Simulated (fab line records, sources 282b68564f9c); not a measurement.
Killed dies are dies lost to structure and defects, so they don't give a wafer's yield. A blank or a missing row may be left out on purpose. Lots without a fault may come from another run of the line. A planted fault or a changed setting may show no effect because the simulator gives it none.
fab line records | flow rit_cmos
record lots=6 wafers=18 last_day=7
route steps=202 shown NSD@138 PSD@142 SDANNEAL@153 M1@202
lots that met no fault: from a run of the same line without faults
start_h: hours from the record's first day to the start of the lot's first wafer shown | wait_h: hours since the lot's step before | " the same as in the row above | L1.1+2: a row that stands for several wafers | - no value, or no start given | * or withheld: withheld | < > ~ a bound
route shown NAME@n: a module of which the file shows steps, and the number in the route of the first | usual: mean/standard deviation of fault-free wafers | same: alike in all rows | chamber/n: place in a boat | sites: the reading at each site | _std_site: their standard deviation | _edge_site: outer sites' mean less inner sites' | radius_mm: how far each site lies from the wafer's centre | mask NAME#n: copy n | behind: the tool/chamber that last shaped the wafer | hold: why the lot was held/for how many hours/how that ended | device: the transistor (n, p or np) that didn't switch | end of line: the same wafers' tests at the end of the route | a step without rows: its recipe alone | killed: dies lost to structure and defects at the first sort, not the wafer's yield | map: a wafer's dies, x killed, . not, _ none there
set.NAME: the setting as run; set.NAME@STEP: as run at that earlier step | model.NAME: the simulator's own value behind a step, which no gauge read
lots at some steps of the route; a table a step, a row a wafer
services: from which hour (start_h, from the record's first day; less than 0 if before it) a tool's chamber was out of use, for how many hours, and why
## steps
# step RIT_NSD_HARDBAKE_07
# recipe resist=NOVOLAK temp_c=140 time_s=60
# step RIT_NSD_IMPLANT_08
# recipe species=P energy_kev=25 dose_cm2=1e+15 tilt_deg=7
# step RIT_NSD_STRIP_09
# recipe chemistry=O2 time_s=180 resist=NOVOLAK platen_temp_c=withheld power_w=500 pressure_mtorr=4000 o2_flow_sccm=4000
# usual drypump_motor_current_A=5.8/0.46
# columns lot.wafer tool chamber start_h wait_h drypump_motor_current_A rf_hours_counter_h
L867.2 plasma_asher-03 1 88.36 0.1 4.7 42
L867.3 " 1 " " 4.7 -
L867.6 " 0 " " 5.7 -
L869.1 plasma_asher-01 1 97.00 0.1 5.7 25
L869.2 " 0 " " 5.9 25
L869.3 " 1 " " 5.7 -
L878.2 plasma_asher-01 1 132.86 0.1 5.6 30
L878.4 " 0 " " 6.0 -
L878.6 " 1 " " 5.6 -
L879.2 plasma_asher-02 0 133.30 0.1 5.7 49
L879.4 " 1 " " 6.4 -
L879.6 " 0 " " 5.7 -
L886.1 plasma_asher-02 1 161.86 0.1 6.4 53
L886.3 " 1 " " 6.5 -
L886.5 " 0 " " 5.7 -
L887.2 plasma_asher-02 0 168.23 0.1 5.7 54
L887.3 " 0 " " 5.7 -
L887.5 " 0 " " 5.7 -
# step RIT_NSD_TW_MEAS_10
# usual NSD_TW=3129/33
# columns lot.wafer tool chamber start_h wait_h NSD_TW
L867.2 film_metro-02 - 88.55 0.1 3139
L867.3 " - " " 3158
L867.6 " - " " 3179
L869.1 film_metro-01 - 97.18 0.1 3083
L869.2 " - " " 3085
L869.3 " - " " 3085
L878.2 film_metro-03 - 133.05 0.1 3167
L878.4 " - " " 3155
L878.6 " - " " 3144
L879.2 film_metro-02 - 133.48 0.1 3148
L879.4 " - " " 3145
L879.6 " - " " 3134
L886.1 film_metro-03 - 162.04 0.1 3104
L886.3 " - " " 3122
L886.5 " - " " 3102
L887.2 film_metro-02 - 168.42 0.1 3146
L887.3 " - " " 3152
L887.5 " - " " 3152
# step RIT_PSD_HMDS_00
# recipe prime_time_s=60 prime_temp_c=140
# step RIT_PSD_COAT_01
# recipe resist=NOVOLAK spin_rpm=3250 resist_thk_nm=1000
# step RIT_PSD_SOFTBAKE_02
# recipe resist=NOVOLAK temp_c=90 time_s=60
# step RIT_PSD_EXPOSE_03
# recipe mask_id=M10 na=0.57 target_cd_nm=40900 dose_mj=250
# step RIT_PSD_PEB_04
# recipe resist=NOVOLAK temp_c=withheld time_s=withheld
# step RIT_PSD_DEVELOP_05
# recipe resist=NOVOLAK develop_time_s=50 dev_temp_c=23
# step RIT_PSD_OVL_MEAS_06
# usual PSD_OVL=-1.1/1.4
# columns lot.wafer tool chamber start_h wait_h PSD_OVL[nm]
L867.2 overlay-01 - 89.58 - -1.6
L867.3 " - " " -0.1
L867.6 " - " " -2.6
L869.1 overlay-01 - 98.23 - -2.3
L869.2 " - " " -0.5
L869.3 " - " " -2.9
L878.2 overlay-01 - 134.15 - 0.1
L878.4 " - " " -1.2
L878.6 " - " " -0.8
L879.2 overlay-01 - 134.89 - -1.6
L879.4 " - " " -2.3
L879.6 " - " " -2.6
L886.1 overlay-02 - 163.29 - -0.4
L886.3 " - " " 0.1
L886.5 " - " " 0.0
L887.2 overlay-01 - 169.45 - -1.3
L887.3 " - " " -2.5
L887.5 " - " " -2.1
# step RIT_PSD_HARDBAKE_07
# recipe resist=NOVOLAK temp_c=140 time_s=60
# step RIT_PSD_IMPLANT_08
# recipe species=BF2 energy_kev=27 dose_cm2=5e+15 tilt_deg=7
# usual beam_energy_keV=26.999/0.0079
# columns lot.wafer tool chamber start_h wait_h beam_energy_keV model.implant.rp_nm model.implant.drp_nm
L867.2 implanter-01 0 89.78 0.1 27.014 21.52 12.05
L867.3 " 0 " " 27.006 21.52 12.05
L867.6 " 0 " " 26.992 21.52 12.05
L869.1 implanter-04 0 98.41 0.1 27.010 22.63 12.05
L869.2 " 0 " " 27.007 22.63 12.05
L869.3 " 0 " " 27.013 22.63 12.05
L878.2 implanter-01 0 134.62 0.1 25.109 20.28 11.45
L878.4 " 0 " " 25.104 20.28 11.45
L878.6 " 0 " " 25.096 20.28 11.45
L879.2 implanter-01 0 135.21 0.1 25.112 21.08 11.45
L879.4 " 0 " " 25.107 21.08 11.45
L879.6 " 0 " " 25.107 21.08 11.45
L886.1 implanter-03 0 163.56 0.1 26.976 22.04 12.05
L886.3 " 0 " " 26.986 22.04 12.05
L886.5 " 0 " " 26.993 22.04 12.05
L887.2 implanter-03 0 169.65 0.1 26.999 21.92 12.05
L887.3 " 0 " " 27.010 21.92 12.05
L887.5 " 0 " " 27.009 21.92 12.05
# step RIT_PSD_STRIP_09
# recipe chemistry=O2 time_s=180 resist=NOVOLAK platen_temp_c=withheld power_w=500 pressure_mtorr=4000 o2_flow_sccm=4000
# usual drypump_motor_current_A=5.7/0.49
# columns lot.wafer tool chamber start_h wait_h drypump_motor_current_A rf_hours_counter_h
L867.2 plasma_asher-02 1 89.91 0.1 6.4 43
L867.3 " 1 " " 6.4 -
L867.6 " 1 " " 6.5 -
L869.1 plasma_asher-04 1 98.56 0.1 4.9 48
L869.2 " 0 " " 5.5 48
L869.3 " 1 " " 4.9 -
L878.2 plasma_asher-01 0 134.75 0.1 6.0 30
L878.4 " 0 " " 6.0 -
L878.6 " 0 " " 6.0 -
L879.2 plasma_asher-02 0 135.34 0.1 5.7 50
L879.4 " 1 " " 6.4 -
L879.6 " 1 " " 6.4 -
L886.1 plasma_asher-04 0 163.71 0.1 5.5 57
L886.3 " 0 " " 5.6 -
L886.5 " 1 " " 4.9 -
L887.2 plasma_asher-01 0 169.78 0.1 6.0 35
L887.3 " 0 " " 6.0 -
L887.5 " 1 " " 5.7 -
# step RIT_PSD_TW_MEAS_10
# usual PSD_TW=3446/32
# columns lot.wafer tool chamber start_h wait_h PSD_TW
L867.2 film_metro-01 - 90.09 0.1 3380
L867.3 " - " " 3366
L867.6 " - " " 3381
L869.1 film_metro-03 - 98.74 0.1 3453
L869.2 " - " " 3465
L869.3 " - " " 3455
L878.2 film_metro-03 - 134.93 0.1 3407
L878.4 " - " " 3392
L878.6 " - " " 3398
L879.2 film_metro-02 - 135.52 0.1 3390
L879.4 " - " " 3399
L879.6 " - " " 3421
L886.1 film_metro-02 - 163.88 0.1 3458
L886.3 " - " " 3442
L886.5 " - " " 3471
L887.2 film_metro-03 - 169.96 0.1 3445
L887.3 " - " " 3419
L887.5 " - " " 3444
# step RIT_SDANNEAL_CLEAN_00
# recipe chemistry=SC1 mix=3:3:50 time_s=600 temp_c=75
# step RIT_SDANNEAL_CLEAN_01
# recipe chemistry=dHF dilution=50:1 time_s=30
# step RIT_SDANNEAL_CLEAN_02
# recipe chemistry=SC2 mix=3:3:50 time_s=600 temp_c=75 dry=n2_spin
# step RIT_SDANNEAL_RTA_03
# recipe temp_c=1050 time_s=5 idle_temp_c=600 ramp_up_c_per_s=342 ramp_down_c_per_s=171 cool_to_c=600 ambient=N2
# usual wafer_temp_C_max=1053.6/1.1
# columns lot.wafer tool chamber start_h wait_h wafer_temp_C_max
L867.2 rtp_anneal-01 0 90.54 0.0 1054.6
L867.3 " 0 " " 1055.1
L867.6 " 0 " " 1053.4
L869.1 rtp_anneal-01 0 99.20 0.0 1052.7
L869.2 " 0 " " 1054.2
L869.3 " 0 " " 1052.9
L878.2 rtp_anneal-02 0 135.39 0.0 1052.5
L878.4 " 0 " " 1055.3
L878.6 " 0 " " 1054.1
L879.2 rtp_anneal-01 0 136.15 0.0 1053.7
L879.4 " 0 " " 1051.7
L879.6 " 0 " " 1052.0
L886.1 rtp_anneal-02 0 164.33 0.0 1054.7
L886.3 " 0 " " 1052.9
L886.5 " 0 " " 1052.0
L887.2 rtp_anneal-01 0 170.44 0.0 1051.6
L887.3 " 0 " " 1053.4
L887.5 " 0 " " 1053.2
# step RIT_SDANNEAL_RS_MEAS_04
# recipe thk_meas_gauge=four-point-probe
# usual PSD_RS=115.79/0.26
# columns lot.wafer tool chamber start_h wait_h PSD_RS[ohm/sq]
L867.2 film_metro-03 - 90.60 0.1 115.97
L867.3 " - " " 115.81
L867.6 " - " " 115.76
L869.1 film_metro-03 - 99.26 0.0 115.93
L869.2 " - " " 116.16
L869.3 " - " " 115.74
L878.2 film_metro-01 - 135.46 0.1 120.48
L878.4 " - " " 120.14
L878.6 " - " " 120.17
L879.2 film_metro-03 - 136.22 0.1 120.38
L879.4 " - " " 120.18
L879.6 " - " " 120.37
L886.1 film_metro-02 - 164.39 0.0 115.53
L886.3 " - " " 115.82
L886.5 " - " " 115.44
L887.2 film_metro-01 - 170.51 0.1 115.72
L887.3 " - " " 115.26
L887.5 " - " " 115.73
# step RIT_SDANNEAL_RS_MEAS_05
# recipe thk_meas_gauge=four-point-probe
# usual NSD_RS=84.5/0.32
# columns lot.wafer tool chamber start_h wait_h NSD_RS[ohm/sq]
L867.2 film_metro-03 - 90.72 0.1 84.5
L867.3 " - " " 84.7
L867.6 " - " " 84.4
L869.1 film_metro-03 - 99.38 0.1 84.5
L869.2 " - " " 84.8
L869.3 " - " " 84.7
L878.2 film_metro-01 - 135.58 0.1 84.7
L878.4 " - " " 84.5
L878.6 " - " " 84.8
L879.2 film_metro-03 - 136.34 0.1 84.6
L879.4 " - " " 84.8
L879.6 " - " " 84.8
L886.1 film_metro-02 - 164.51 0.1 84.8
L886.3 " - " " 84.8
L886.5 " - " " 84.7
L887.2 film_metro-01 - 170.63 0.1 84.4
L887.3 " - " " 84.6
L887.5 " - " " 84.4
# step RIT_M1_PROBE_99
# usual killed_at_contacts=0.1/0.23 killed_at_front_end=6.7/2.9 killed_dies=6.8/2.9 killed_open=3.5/2.1 killed_short=3.2/1.9
# same gross_dies=264 killed_at_M0_to_M3=0 killed_at_M4_up=0 killed_at_back_side=0 killed_at_other=0
# columns lot.wafer tool chamber start_h wait_h killed_at_contacts killed_at_front_end killed_dies killed_open killed_short
L867.2 prober-02 - 98.77 0.1 0 6 6 4 2
L867.3 prober-02 - 98.82 0.2 0 12 12 7 5
L867.6 prober-02 - 98.97 0.2 0 3 3 3 0
L869.1 prober-02 - 106.78 0.1 0 7 7 3 4
L869.2 prober-02 - 106.83 0.1 0 7 7 6 1
L869.3 prober-02 - 106.88 0.2 0 6 6 6 0
L878.2 prober-01 - 143.23 0.1 0 5 5 3 2
L878.4 prober-01 - 143.33 0.2 0 4 4 0 4
L878.6 prober-01 - 143.43 0.2 0 5 5 3 2
L879.2 prober-02 - 144.73 0.1 0 11 11 6 5
L879.4 prober-02 - 144.83 0.2 0 14 14 8 6
L879.6 prober-02 - 144.93 0.2 0 7 7 3 4
L886.1 prober-01 - 171.66 0.1 0 12 12 8 4
L886.3 prober-01 - 171.76 0.2 0 6 6 3 3
L886.5 prober-01 - 171.86 0.2 0 7 7 5 2
L887.2 prober-02 - 178.03 0.1 1 4 5 4 1
L887.3 prober-02 - 178.08 0.2 0 11 11 5 6
L887.5 prober-02 - 178.18 0.2 0 2 2 2 0
# killed by level:class
L867.2 GATE:geometric_particle:open=2 SPACER:geometric_particle:open=2 GATE:geometric_particle:short=1 SPACER:geometric_particle:short=1
L867.3 GATE:geometric_particle:open=3 GATE:geometric_particle:short=3 SPACER:geometric_particle:open=2 SPACER:geometric_particle:short=2 FOX1:geometric_particle:open=1 FOX2:geometric_particle:open=1
L867.6 FOX1:geometric_particle:open=1 FOX2:geometric_particle:open=1 GATE:geometric_particle:open=1
L869.1 REOX:geometric_particle:short=2 FOX1:geometric_particle:short=1 GATE:geometric_particle:short=1 GATE:geometric_particle:open=1 REOX:geometric_particle:open=1 SILICIDE:geometric_particle:open=1
L869.2 GATE:geometric_particle:open=6 FOX1:geometric_particle:short=1
L869.3 GATE:geometric_particle:open=2 REOX:geometric_particle:open=2 SPACER:geometric_particle:open=2
L878.2 FOX1:geometric_particle:short=2 FOX1:geometric_particle:open=2 FOX2:geometric_particle:open=1
L878.4 FOX1:geometric_particle:short=1 GATE:geometric_particle:short=1 REOX:geometric_particle:short=1 SPACER:geometric_particle:short=1
L878.6 FOX2:geometric_particle:short=1 GATE:geometric_particle:open=1 REOX:geometric_particle:open=1 SILICIDE:geometric_particle:open=1 SILICIDE:geometric_particle:short=1
L879.2 GATE:geometric_particle:open=3 FOX1:geometric_particle:open=2 GATE:geometric_particle:short=2 SPACER:geometric_particle:short=2 FOX1:geometric_particle:short=1 FOX2:geometric_particle:open=1
L879.4 FOX1:geometric_particle:short=5 FOX1:geometric_particle:open=4 SPACER:geometric_particle:open=2 FOX2:geometric_particle:open=1 GATE:geometric_particle:short=1 REOX:geometric_particle:open=1
L879.6 REOX:geometric_particle:open=2 SPACER:geometric_particle:short=2 FOX1:geometric_particle:short=1 FOX2:geometric_particle:short=1 GATE:geometric_particle:open=1
L886.1 SPACER:geometric_particle:open=4 GATE:geometric_particle:open=2 FOX1:geometric_particle:short=1 FOX1:geometric_particle:open=1 GATE:geometric_particle:short=1 REOX:geometric_particle:open=1 REOX:geometric_particle:short=1 SPACER:geometric_particle:short=1
L886.3 SPACER:geometric_particle:open=2 SPACER:geometric_particle:short=2 REOX:geometric_particle:open=1 SILICIDE:geometric_particle:short=1
L886.5 SILICIDE:geometric_particle:open=3 GATE:geometric_particle:open=1 REOX:geometric_particle:short=1 SPACER:geometric_particle:open=1 SPACER:geometric_particle:short=1
L887.2 FOX2:geometric_particle:short=1 FOX2:geometric_particle:open=1 SPACER:geometric_particle:open=1 SILICIDE:geometric_particle:open=1 CONTACT:geometric_particle:open=1
L887.3 GATE:geometric_particle:short=5 REOX:geometric_particle:open=3 GATE:geometric_particle:open=2 SILICIDE:geometric_particle:short=1
L887.5 FOX1:geometric_particle:open=1 SPACER:geometric_particle:open=1
## services
# columns tool chamber start_h hours kind
implanter-03 - 69.62 2.3 repair
implanter-01 - 86.81 2.6 repair
implanter-03 - 87.47 2.2 pm
plasma_asher-01 - 98.66 2.8 pm
plasma_asher-03 - 108.88 9.0 pm
plasma_asher-03 0 108.88 9.0 vent_cycle
plasma_asher-03 1 108.88 9.0 vent_cycle
implanter-04 - 110.13 3.1 pm
plasma_asher-03 0 117.88 - clean
plasma_asher-03 1 117.88 - clean
implanter-04 - 124.92 17.4 pm
implanter-01 - 142.54 4.2 repair
plasma_asher-03 - 162.81 2.8 pm
## key
first_sign step=RIT_PSD_IMPLANT_08 reading=beam_energy_keV direction=down sigmas=99+ usual=26.999 struck=25.106
effect step=RIT_SDANNEAL_RS_MEAS_04 reading=PSD_RS direction=up sigmas=17 usual=115.79 struck=120.29
model_effect step=RIT_PSD_IMPLANT_08 value=implant.rp_nm without=21.92 struck=20.68
met_at RIT_PSD_IMPLANT_08
struck_wafers L878.2,L878.4,L878.6,L879.2,L879.4,L879.6
tester_left_out L878,L879
onset_between 89.78 134.62
fault kind=process_parameter_drift tool=implanter-01 chamber=- onset_h=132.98 steps=RIT_PSD_IMPLANT_08 channel=energy_kev offset=-1.89 shape=step end_h=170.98 acts_in=these_recipes_only stated=27
# tester_left_out: of these lots the tester's yield and bins aren't shown, on N5 and GAA mostly nor the transistor test; their killed dies are dies lost to structure and defects alone, not to doping, threshold or leakage, so they don't give the yield
